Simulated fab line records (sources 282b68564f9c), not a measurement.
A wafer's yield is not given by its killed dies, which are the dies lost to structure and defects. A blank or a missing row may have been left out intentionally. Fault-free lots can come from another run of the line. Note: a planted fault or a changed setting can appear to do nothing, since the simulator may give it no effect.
Split-lot study / flow ritCmos / on a route of 202 steps: 5 lots, 23 wafers read

## THE SPLIT ITSELF
At RIT_NWELL_SOFTBAKE_02 (time 60 s), the setting tempC was moved away from the recipe's 90 C on 10 of the 23 wafers read, by -3.5% to +3.4%. The other wafers ran this setting at the recipe's value.

## FROM THE SPLIT TO THE READING: what the file shows between them, 2 steps
- RIT_NWELL_EXPOSE_03: exposes mask M2, target cd 43900 nm
- RIT_NWELL_PEB_04

## THE READING
NOVOLAK_of_NWELL_COAT_01.thkNm (the simulator's own value, which no gauge read), in nm, at RIT_NWELL_DEVELOP_05 (develop time 68 s). There is no usual value for it anywhere in the file. Average 1301 nm, standard deviation 2.1 nm, over the 13 wafers here run with the recipe.

wafer=L076.1; tool, chamber at the split=lithoTrack-01, 0; tempC as run, C=90; against the recipe=recipe; NOVOLAK_of_NWELL_COAT_01.thkNm, nm=1298; against lot-mates on the recipe=-
wafer=L076.3; tool, chamber at the split=lithoTrack-01, 0; tempC as run, C=93.1; against the recipe=+3.4%; NOVOLAK_of_NWELL_COAT_01.thkNm, nm=1285; against lot-mates on the recipe=-15
wafer=L076.4; tool, chamber at the split=lithoTrack-01, 0; tempC as run, C=90; against the recipe=recipe; NOVOLAK_of_NWELL_COAT_01.thkNm, nm=1300; against lot-mates on the recipe=-
wafer=L076.5; tool, chamber at the split=lithoTrack-01, 0; tempC as run, C=93.1; against the recipe=+3.4%; NOVOLAK_of_NWELL_COAT_01.thkNm, nm=1287; against lot-mates on the recipe=-13
wafer=L076.6; tool, chamber at the split=lithoTrack-01, 0; tempC as run, C=90; against the recipe=recipe; NOVOLAK_of_NWELL_COAT_01.thkNm, nm=1302; against lot-mates on the recipe=-
wafer=L077.1; tool, chamber at the split=lithoTrack-02, 0; tempC as run, C=90; against the recipe=recipe; NOVOLAK_of_NWELL_COAT_01.thkNm, nm=1299; against lot-mates on the recipe=-
wafer=L077.6; tool, chamber at the split=lithoTrack-02, 0; tempC as run, C=90; against the recipe=recipe; NOVOLAK_of_NWELL_COAT_01.thkNm, nm=1299; against lot-mates on the recipe=-
wafer=L077.2; tool, chamber at the split=lithoTrack-02, 0; tempC as run, C=93.06; against the recipe=+3.4%; NOVOLAK_of_NWELL_COAT_01.thkNm, nm=1286; against lot-mates on the recipe=-13
wafer=L077.4; tool, chamber at the split=lithoTrack-02, 0; tempC as run, C=93.06; against the recipe=+3.4%; NOVOLAK_of_NWELL_COAT_01.thkNm, nm=1285; against lot-mates on the recipe=-14
wafer=L077.5; tool, chamber at the split=lithoTrack-02, 0; tempC as run, C=93.06; against the recipe=+3.4%; NOVOLAK_of_NWELL_COAT_01.thkNm, nm=1289; against lot-mates on the recipe=-10
wafer=L078.1; tool, chamber at the split=lithoTrack-01, 0; tempC as run, C=90; against the recipe=recipe; NOVOLAK_of_NWELL_COAT_01.thkNm, nm=1305; against lot-mates on the recipe=-
wafer=L078.2; tool, chamber at the split=lithoTrack-01, 0; tempC as run, C=93.04; against the recipe=+3.4%; NOVOLAK_of_NWELL_COAT_01.thkNm, nm=1294; against lot-mates on the recipe=-9
wafer=L078.3; tool, chamber at the split=lithoTrack-01, 0; tempC as run, C=90; against the recipe=recipe; NOVOLAK_of_NWELL_COAT_01.thkNm, nm=1303; against lot-mates on the recipe=-
wafer=L078.4; tool, chamber at the split=lithoTrack-01, 0; tempC as run, C=90; against the recipe=recipe; NOVOLAK_of_NWELL_COAT_01.thkNm, nm=1302; against lot-mates on the recipe=-
wafer=L078.5; tool, chamber at the split=lithoTrack-01, 0; tempC as run, C=93.04; against the recipe=+3.4%; NOVOLAK_of_NWELL_COAT_01.thkNm, nm=1292; against lot-mates on the recipe=-11
wafer=L081.1; tool, chamber at the split=lithoTrack-04, 0; tempC as run, C=86.82; against the recipe=-3.5%; NOVOLAK_of_NWELL_COAT_01.thkNm, nm=1312; against lot-mates on the recipe=+12
wafer=L081.2; tool, chamber at the split=lithoTrack-04, 0; tempC as run, C=90; against the recipe=recipe; NOVOLAK_of_NWELL_COAT_01.thkNm, nm=1302; against lot-mates on the recipe=-
wafer=L081.4; tool, chamber at the split=lithoTrack-04, 0; tempC as run, C=86.82; against the recipe=-3.5%; NOVOLAK_of_NWELL_COAT_01.thkNm, nm=1313; against lot-mates on the recipe=+13
wafer=L081.5; tool, chamber at the split=lithoTrack-04, 0; tempC as run, C=86.82; against the recipe=-3.5%; NOVOLAK_of_NWELL_COAT_01.thkNm, nm=1311; against lot-mates on the recipe=+11
wafer=L081.6; tool, chamber at the split=lithoTrack-04, 0; tempC as run, C=90; against the recipe=recipe; NOVOLAK_of_NWELL_COAT_01.thkNm, nm=1298; against lot-mates on the recipe=-
wafer=L083.1; tool, chamber at the split=lithoTrack-04, 0; tempC as run, C=90; against the recipe=recipe; NOVOLAK_of_NWELL_COAT_01.thkNm, nm=1298; against lot-mates on the recipe=-
wafer=L083.4; tool, chamber at the split=lithoTrack-04, 0; tempC as run, C=90; against the recipe=recipe; NOVOLAK_of_NWELL_COAT_01.thkNm, nm=1300; against lot-mates on the recipe=-
wafer=L083.6; tool, chamber at the split=lithoTrack-04, 0; tempC as run, C=90; against the recipe=recipe; NOVOLAK_of_NWELL_COAT_01.thkNm, nm=1301; against lot-mates on the recipe=-

THE FIT
A straight line over all 23 wafers: NOVOLAK_of_NWELL_COAT_01.thkNm changes by -3.46 nm for each +1% of tempC; r = -0.95; the points scatter about the line by 2.5 nm.
The same after taking each lot's own level away (the mean of its wafers on the recipe; 23 wafers): -3.52 nm for each +1%; r = -0.98; scatter 1.6 nm.
According to that fit, moving tempC by its largest amount changes the reading by 12 nm.
The lots' own levels span 1299.0 to 1303.3 nm, that is 2.1 times the standard deviation above.
The two slopes are in agreement: the lot-to-lot level therefore moves the slope only a little.
Check: for one of the wafers moved furthest among these (-3.5%), held out of the fit, the line's prediction against its lot-mates is +12.4 nm. It came out at +12 nm against them.

## THE OTHER SPLITS THESE WAFERS WENT THROUGH
These wafers also went through other splits before the reading. Each is held against what the fit with the lots' levels taken away leaves over:
other split on the same wafers=RIT_ACTIVE_OXIDATION_01 tempC; wafers away from the commonest value=15; r with NOVOLAK_of_NWELL_COAT_01.thkNm (lot level and that fit taken away)=-0.04
other split on the same wafers=RIT_ACTIVE_CVD_03 tempC; wafers away from the commonest value=18; r with NOVOLAK_of_NWELL_COAT_01.thkNm (lot level and that fit taken away)=+0.23
other split on the same wafers=RIT_ACTIVE_ETCH_13 pressureMtorr; wafers away from the commonest value=18; r with NOVOLAK_of_NWELL_COAT_01.thkNm (lot level and that fit taken away)=+0.21
other split on the same wafers=RIT_FOX2_OXIDATION_00 oxTimeS; wafers away from the commonest value=15; r with NOVOLAK_of_NWELL_COAT_01.thkNm (lot level and that fit taken away)=-0.11

## FILE'S OWN FIT
NOVOLAK_of_NWELL_COAT_01.thkNm changes by -3.55 nm for each +1% of tempC, r = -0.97.
